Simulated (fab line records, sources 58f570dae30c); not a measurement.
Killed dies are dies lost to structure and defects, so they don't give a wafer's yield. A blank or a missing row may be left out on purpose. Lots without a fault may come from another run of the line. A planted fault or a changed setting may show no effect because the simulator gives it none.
One fault seen from 2 desks | flow berkeley_cmos170 | each desk has only its own numbers; what lay behind them comes last

THE METROLOGY DESK
What the gauges read, lot by lot, whatever tool the lot ran on: means of the sampled wafers that have a number. A lot is out of limits, marked OUT, if its mean lies more than 4 standard deviations from the usual mean; the brackets give that distance.
Columns: A = PFIELD_OVL at UCB170_PFIELD_OVL_MEAS_06, usual 1 nm; B = cd_nm at UCB170_NSD_CD_MEAS_06, usual 1199.9 nm; C = SILICIDE_TI_RS at UCB170_SILICIDE_RS_MEAS_02, usual 26.2 ohm/sq; D = SILICIDE_TI_THK at UCB170_SILICIDE_THK_MEAS_03, usual 29.4 nm; E = M1_OVL at UCB170_M1_OVL_MEAS_10, usual -3 nm
lot  | first seen here | A  | B      | C              | D              | E
L790 | day 4 08:31     | 6  | 1197.9 | 26.5           | 29.4           | -4
L794 | day 5 04:12     | 4  | 1199.2 | 25.8           | 29.6           | -0
L795 | day 5 09:31     | 1  | 1199.9 | 26.1           | 29.6           | -3
L797 | day 6 02:51     | -2 | 1199.5 | 26.3           | 28.9           | -3
L798 | day 6 03:06     | 3  | 1201.9 | 26.1           | 29.7           | -1
L802 | day 6 09:10     | -1 | 1199.7 | 26.1           | 29.2           | -1
L799 | day 6 09:26     | 0  | 1200.3 | 26.3           | 28.9           | -13
L801 | day 6 09:59     | -1 | 1201.6 | 26.2           | 29.7           | -4
L804 | day 7 16:23     | 5  | 1200.2 | 16.9 (-26) OUT | 42.8 (+30) OUT | 5
L808 | day 8 04:11     | -4 | 1199.0 | 26.0           | 29.9           | 1
L809 | day 8 08:01     | 2  | 1199.4 | 26.4           | 29.0           | 2
L811 | day 8 18:28     | 4  | 1202.8 | 26.2           | 29.1           | 3
L813 | day 9 09:23     | -8 | 1199.1 | 25.8           | 30.0           | -6
This desk's finding: out of limits on L804; first on L804, day 10 05:52 (SILICIDE_TI_RS at UCB170_SILICIDE_RS_MEAS_02). In limits: L790, L794, L795, L797, L798, L802, L799, L801, L808, L809, L811, L813.

THE TOOL OWNER'S DESK: pvd_sputter-02
The tool's own readings at UCB170_SILICIDE_SPUTTER_01 (material Ti, target thk 30 nm, time 25 s): means of the sampled wafers that have a number, for each lot that ran on this tool. A lot is out of limits, marked OUT, if its mean lies more than 4 standard deviations from the usual mean; the brackets give that distance.
Columns: A = throttle_valve_pct at UCB170_SILICIDE_SPUTTER_01, usual 30.3 %
lot  | first seen here | A
L794 | day 7 18:18     | 30.2
L799 | day 8 23:19     | 29.9
L804 | day 10 05:47    | 29.9
This desk's finding: nothing out of limits on any of the 3 lots.

PUT TOGETHER
The metrology desk could have raised an alarm at day 10 05:52, on L804.
The tool owner's desk saw nothing out of limits.
The tool owner's desk has L804 on record, within its limits.
Of the lots named, all ran UCB170_SILICIDE_SPUTTER_01 on pvd_sputter-02.

WHAT THE SIMULATOR HAD PUT IN
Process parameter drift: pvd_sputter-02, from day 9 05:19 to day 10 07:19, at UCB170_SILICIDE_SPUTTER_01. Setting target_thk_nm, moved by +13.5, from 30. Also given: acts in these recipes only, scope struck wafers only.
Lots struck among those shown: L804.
Hours from the fault's start to each desk's first reading out of limits: the metrology desk, 25.
